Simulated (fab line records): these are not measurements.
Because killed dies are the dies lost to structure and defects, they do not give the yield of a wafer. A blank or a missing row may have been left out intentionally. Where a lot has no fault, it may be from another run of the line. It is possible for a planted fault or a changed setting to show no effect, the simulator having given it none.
Which tool is to blame? + flow rit_cmos + 42 wafers from 14 lots sampled at 3 of the route's 202 steps

== WHAT THE GAUGES SHOWED, per wafer ==
RIT_NSD_TW_MEAS_10.
| lot  | measured    | on            | NSD_TW                        |
|------|-------------|---------------|-------------------------------|
| L641 | day 3 10:08 | film_metro-02 | 3057 3074 3063                |
| L642 | day 3 14:19 | film_metro-01 | 3160 3130 3137                |
| L645 | day 4 07:13 | film_metro-04 | 3093 3109 3102                |
| L648 | day 4 22:54 | film_metro-02 | 2808 2805 2809 2807 2811 2815 |
| L652 | day 5 12:38 | film_metro-01 | 2845 2844 2837 2850 2848 2838 |
| L653 | day 5 18:50 | film_metro-04 | 3113 3091 3102                |
| L654 | day 5 21:59 | film_metro-01 | 3131 3125 3136                |
| L656 | day 6 10:36 | film_metro-01 | 3130 3127 3114                |
| L657 | day 6 12:56 | film_metro-04 | 3110 3113 3093                |
| L660 | day 7 03:04 | film_metro-02 | 3076 3054 3045                |
| L659 | day 7 05:45 | film_metro-04 | 3103 3111 3125                |
| L661 | day 8 02:08 | film_metro-02 | 3065 3054 3031                |
| L663 | day 8 02:26 | film_metro-01 | 3127 3113 3136                |
| L664 | day 8 09:43 | film_metro-04 | 3104 3118 3102                |

RIT_SDANNEAL_RS_MEAS_05: uses a four-point probe to measure.
| lot  | measured    | on            | NSD_RS (ohm/sq)                     |
|------|-------------|---------------|-------------------------------------|
| L641 | day 3 12:10 | film_metro-02 | 84.6 84.4 84.8                      |
| L642 | day 3 16:28 | film_metro-02 | 84.1 84.3 84.5                      |
| L645 | day 4 09:22 | film_metro-04 | 84.8 84.5 84.6                      |
| L648 | day 5 03:56 | film_metro-02 | 116.3 116.1 116.2 116.6 116.3 116.1 |
| L652 | day 5 18:32 | film_metro-01 | 117.1 118.0 117.7 116.9 118.0 117.5 |
| L653 | day 5 21:00 | film_metro-02 | 84.3 84.4 84.8                      |
| L654 | day 6 00:05 | film_metro-04 | 84.5 84.2 83.9                      |
| L656 | day 6 12:38 | film_metro-02 | 84.3 84.3 84.2                      |
| L657 | day 6 15:03 | film_metro-04 | 85.1 84.8 85.0                      |
| L660 | day 7 05:13 | film_metro-02 | 84.4 84.4 84.2                      |
| L659 | day 7 07:49 | film_metro-02 | 85.2 84.9 84.5                      |
| L661 | day 8 04:15 | film_metro-02 | 84.9 84.7 84.9                      |
| L663 | day 8 04:40 | film_metro-04 | 84.6 84.9 84.6                      |
| L664 | day 8 11:57 | film_metro-01 | 84.8 84.8 85.0                      |

== EACH LOT AND THE TOOL THAT RAN IT (in order: tool; ch and the chambers of the sampled wafers; start) ==
| lot  | RIT_NSD_IMPLANT_08             |
|------|--------------------------------|
| L641 | implanter-03 ch 0, day 3 09:49 |
| L642 | implanter-02 ch 0, day 3 13:59 |
| L645 | implanter-04 ch 0, day 4 06:53 |
| L648 | implanter-04 ch 0, day 4 22:35 |
| L652 | implanter-04 ch 0, day 5 12:20 |
| L653 | implanter-02 ch 0, day 5 18:31 |
| L654 | implanter-02 ch 0, day 5 21:39 |
| L656 | implanter-02 ch 0, day 6 10:16 |
| L657 | implanter-02 ch 0, day 6 12:40 |
| L660 | implanter-03 ch 0, day 7 02:44 |
| L659 | implanter-03 ch 0, day 7 05:26 |
| L661 | implanter-03 ch 0, day 8 01:49 |
| L663 | implanter-02 ch 0, day 8 02:09 |
| L664 | implanter-03 ch 0, day 8 09:24 |
- RIT_NSD_IMPLANT_08

== WHAT THE TOOLS THEMSELVES READ (means of the sampled wafers that have a number; where no wafer has one, the mark that the record gives instead) ==
RIT_NSD_IMPLANT_08.
| lot  | tool         | dose_ions_cm2 | faraday_current_uA |
|------|--------------|---------------|--------------------|
| L641 | implanter-03 | 9.9977e+14    | 3187               |
| L642 | implanter-02 | 1.0004e+15    | 3209               |
| L645 | implanter-04 | 1.0002e+15    | 3110               |
| L648 | implanter-04 | 6.7123e+14    | 2111               |
| L652 | implanter-04 | 6.7113e+14    | 2092               |
| L653 | implanter-02 | 1.0008e+15    | 3208               |
| L654 | implanter-02 | 1.0009e+15    | 3184               |
| L656 | implanter-02 | 9.9793e+14    | 3129               |
| L657 | implanter-02 | 1.0009e+15    | 3150               |
| L660 | implanter-03 | 1.0003e+15    | 3114               |
| L659 | implanter-03 | 1.0005e+15    | 3084               |
| L661 | implanter-03 | 9.9913e+14    | 3098               |
| L663 | implanter-02 | 1.0011e+15    | 3072               |
| L664 | implanter-03 | 9.9780e+14    | 3195               |

== THE ANSWER, worked out from the rows above alone ==
Rule: the lots themselves supply what counts as usual. Put in order of their means at a reading, lots are off if they are a third of the lots or fewer, leave a main group of 4 or more, and stand apart from it by a gap of 3 or more times the standard deviation of the main group's means; of several such gaps the widest counts. A main group whose means are all the same, to the digits that the tables above print for the reading, isn't used. Also off: a lot with no number at a reading for which 4 or more lots have one. Where the step has rows for the other lots, those lots are counted as sound. The gauges are gone through in route order, then the tools' own readings, and for those a lot's mean is taken as printed above. The first step at which some lot is off is used, and at that step the reading that is off furthest; a lot without a number counts as furthest.
Off: at RIT_NSD_TW_MEAS_10 (NSD_TW), L648, L652. Main group: mean 3102, sd 28.
If a tool, at a process step before that reading, ran all the lots that are off and no sound lot after the first of them, it fits. Not tried: the gauges at RIT_NSD_TW_MEAS_10; whatever is off there is also off at RIT_NSD_IMPLANT_08, on other tools, and gauge error can't account for it. One fits: implanter-04 at RIT_NSD_IMPLANT_08. A fault onset in the window from L645 (day 4 06:53, its last sound lot) to L648 (day 4 22:35, its first lot off) fits.
The tool's own readings at RIT_NSD_IMPLANT_08 bear it out: on the lots that are off they differ by more than 5 times the standard deviation of the sound lots' means. dose_ions_cm2 reads 6.7118e+14 there against 9.9998e+14 on the sound lots; faraday_current_uA reads 2102 there against 3145 on the sound lots.

== WHAT THE SIMULATOR HAD INSERTED ==
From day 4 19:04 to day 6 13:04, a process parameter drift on implanter-04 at RIT_NSD_IMPLANT_08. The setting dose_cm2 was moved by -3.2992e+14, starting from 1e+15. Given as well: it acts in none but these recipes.
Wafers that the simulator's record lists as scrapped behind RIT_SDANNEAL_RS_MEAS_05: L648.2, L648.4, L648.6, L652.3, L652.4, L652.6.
Struck lots among those shown: L648, L652. The rule above found the same.
